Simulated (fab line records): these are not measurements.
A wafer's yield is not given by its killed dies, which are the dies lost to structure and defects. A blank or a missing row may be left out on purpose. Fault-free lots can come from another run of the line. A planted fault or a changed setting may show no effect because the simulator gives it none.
Lot-split experiment	flow berkeley cmos170	route with 331 steps; 5 lots, 23 wafers read

THE SPLIT ITSELF
At UCB170_PSD_PEB_04, the setting peb temp c was moved away from the recipe's 130 C on 7 of the 23 wafers read, by -0.9% to +2.9%. This setting was run at the recipe's value on the other wafers.

FROM THE SPLIT ON TO THE READING: in between, the file shows 1 step
- UCB170_PSD_DEVELOP_05: develop time 45 s

THE READING
cd nm at UCB170_PSD_CD_MEAS_06, given in nm (cd target 1200 nm). A value of 1199.8 nm with a standard deviation of 1.5 nm is what fault-free wafers of this fab line usually give.

wafer	tool, chamber at the split	peb temp c as run, C	against the recipe	cd nm, nm	against lot-mates on the recipe
L074.1	litho track-03, 0	130	recipe	1200.8	-
L074.5	litho track-03, 0	130	recipe	1201.7	-
L074.6	litho track-03, 0	130	recipe	1200.7	-
L078.1	litho track-03, 0	130	recipe	1200.7	-
L078.2	litho track-03, 0	130	recipe	1202.9	-
L078.3	litho track-03, 0	130	recipe	1202.8	-
L078.4	litho track-03, 0	130	recipe	1202.2	-
L078.5	litho track-03, 0	130	recipe	1202.6	-
L076.1	litho track-04, 0	130	recipe	1200.8	-
L076.2	litho track-04, 0	133.8	+2.9%	1223.3	+22.2
L076.3	litho track-04, 0	133.8	+2.9%	1222.8	+21.7
L076.4	litho track-04, 0	130	recipe	1200.8	-
L076.6	litho track-04, 0	130	recipe	1201.6	-
L079.1	litho track-02, 0	130	recipe	1201.2	-
L079.3	litho track-02, 0	130	recipe	1200.7	-
L079.4	litho track-02, 0	128.8	-0.9%	1191.4	-8.9
L079.5	litho track-02, 0	130	recipe	1199.0	-
L079.6	litho track-02, 0	128.8	-0.9%	1191.3	-9.0
L077.1	litho track-04, 0	133.1	+2.4%	1219.6	+18.3
L077.2	litho track-04, 0	130	recipe	1201.5	-
L077.3	litho track-04, 0	133.1	+2.4%	1220.2	+18.9
L077.4	litho track-04, 0	133.1	+2.4%	1218.2	+16.9
L077.6	litho track-04, 0	130	recipe	1201.1	-

THE FIT
A straight line over all 23 wafers: cd nm changes by +7.78 nm for each +1% of peb temp c; r = +0.99; the points scatter about the line by 1.2 nm.
The same after taking each lot's own level away (the mean of its wafers on the recipe; 23 wafers): +7.72 nm for each +1%; r = +1.00; scatter 0.86 nm.
On that fit, the largest move of peb temp c shifts the reading by 23 nm.
From 1200.30 to 1202.24 nm: that is the span of the lots' own levels, equal to 1.3 times the standard deviation above.
Hence the lot-to-lot level has little effect on the slope; both slopes agree.
Check: +22.3 nm against its lot-mates is what the line predicts for one of the wafers moved furthest among these (+2.9%) when that wafer is left out of the fit. It came out at +22.2 nm against them.

THESE WAFERS: OTHER SPLITS
Other splits were also applied to these wafers ahead of the reading. Each is held against what the fit with the lots' levels taken away leaves over:
other split on the same wafers	wafers away from the commonest value	r with cd nm (lot level and that fit taken away)
UCB170_PVT_STRIP_08 o2 flow sccm	10	-0.23
UCB170_GATE_EXPOSE_09 dose mj	6	-0.06
UCB170_GATE_ETCH_15 icp w	5	-0.18
UCB170_NLDD_IMPLANT_08 tilt deg	4	-0.07

THE FILE'S OWN FIT
cd nm changes by +7.65 nm for each +1% of peb temp c, r = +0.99.
